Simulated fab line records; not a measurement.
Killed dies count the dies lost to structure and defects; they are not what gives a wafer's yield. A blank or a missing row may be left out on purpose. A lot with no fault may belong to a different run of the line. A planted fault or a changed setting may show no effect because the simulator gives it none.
Lot-split experiment	flow rit_cmos	route with 202 steps; 5 lots, 23 wafers read

## ABOUT THE SPLIT
At RIT_NLDD_IMPLANT_08, the setting energy_kev was moved away from the recipe's 20 on 11 of the 23 wafers read, by +1.8% to +4.9%. All remaining wafers had this setting at the recipe value.

The split's own step is where the reading is taken.

## THE READING
The simulator's own value implant.drp_nm, read by no gauge, in nm at RIT_NLDD_IMPLANT_08. There is no usual value for it anywhere in the file.

wafer	tool, chamber at the split	energy_kev as run	against the recipe	implant.drp_nm, nm	against lot-mates on the recipe
L074.1	implanter-01, 0	20	recipe	12.97	-
L074.2	implanter-01, 0	20	recipe	12.97	-
L074.3	implanter-01, 0	20.98	+4.9%	13.35	+0.38
L074.4	implanter-01, 0	20.98	+4.9%	13.35	+0.38
L074.6	implanter-01, 0	20.98	+4.9%	13.35	+0.38
L075.2	implanter-03, 0	20	recipe	12.97	-
L075.3	implanter-03, 0	20	recipe	12.97	-
L075.5	implanter-03, 0	20	recipe	12.97	-
L075.4	implanter-03, 0	20.49	+2.4%	13.16	+0.19
L075.6	implanter-03, 0	20.49	+2.4%	13.16	+0.19
L080.1	implanter-04, 0	20	recipe	12.97	-
L080.2	implanter-04, 0	20	recipe	12.97	-
L080.5	implanter-04, 0	20	recipe	12.97	-
L081.1	implanter-01, 0	20	recipe	12.97	-
L081.2	implanter-01, 0	20	recipe	12.97	-
L081.3	implanter-01, 0	20.36	+1.8%	13.11	+0.14
L081.4	implanter-01, 0	20.36	+1.8%	13.11	+0.14
L081.6	implanter-01, 0	20.36	+1.8%	13.11	+0.14
L082.2	implanter-01, 0	20	recipe	12.97	-
L082.5	implanter-01, 0	20	recipe	12.97	-
L082.3	implanter-01, 0	20.74	+3.7%	13.26	+0.29
L082.4	implanter-01, 0	20.74	+3.7%	13.26	+0.29
L082.6	implanter-01, 0	20.74	+3.7%	13.26	+0.29

FIT RESULTS
A straight line over all 23 wafers: implant.drp_nm changes by +0.0778 nm for each +1% of energy_kev; r = +1.00; the points scatter about the line by 0.00095 nm.
The same after taking each lot's own level away (the mean of its wafers on the recipe; 23 wafers): +0.0778 nm for each +1%; r = +1.00; scatter 0.00095 nm.
The reading moves by 0.38 nm for the largest change in energy_kev, on that fit.
The lots' own levels span 12.970 to 12.970 nm.
Hence the lot-to-lot level has little effect on the slope; both slopes agree.
Check: with one of the wafers moved furthest among these (+4.9%) left out of the fit, the line predicts +0.382 nm for it against its lot-mates. Against them it came out at +0.38 nm.

## ADDITIONAL SPLITS CARRIED BY THESE WAFERS
Before the reading, these wafers also passed through other splits. Each is held against what the fit with the lots' levels taken away leaves over:
other split on the same wafers	wafers away from the commonest value	r with implant.drp_nm (lot level and that fit taken away)
RIT_ACTIVE_OXIDATION_01 temp_c	15	+0.60
RIT_ACTIVE_EXPOSE_08 dose_mj	6	+0.19
RIT_ACTIVE_ETCH_13 time_s	7	+0.08
RIT_NWELL_COAT_01 resist_thk_nm	10	+0.03
RIT_NWELL_IMPLANT_08 dose_cm2	4	+0.36
RIT_PWELL_STRIP_09 o2_flow_sccm	9	+0.37
RIT_NRETRO_IMPLANT_08 energy_kev	8	+0.45
RIT_PRETRO_COAT_01 resist_thk_nm	8	+0.45
RIT_PRETRO_IMPLANT_08 energy_kev	9	+0.28
RIT_GATE_OXIDATION_05 temp_c	18	+0.07
RIT_GATE_EXPOSE_13 dose_mj	10	-0.09
RIT_GATE_DEVELOP_15 develop_time_s	2	-0.12

## THE WHOLE CHAIN: every reading that the file lists as answering this split, in the file's order
step	what it does	reading	change (the file's fit)	r (the file's)
RIT_NLDD_IMPLANT_08		implant.rp_nm (the simulator's own value, which no gauge read)	+0.183 nm for each +1% of the setting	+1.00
RIT_NLDD_IMPLANT_08		implant.drp_nm (the simulator's own value, which no gauge read)	+0.0776 nm for each +1% of the setting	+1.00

## THE FILE'S OWN FIT
implant.drp_nm changes by +0.0776 nm for each +1% of energy_kev, r = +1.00.
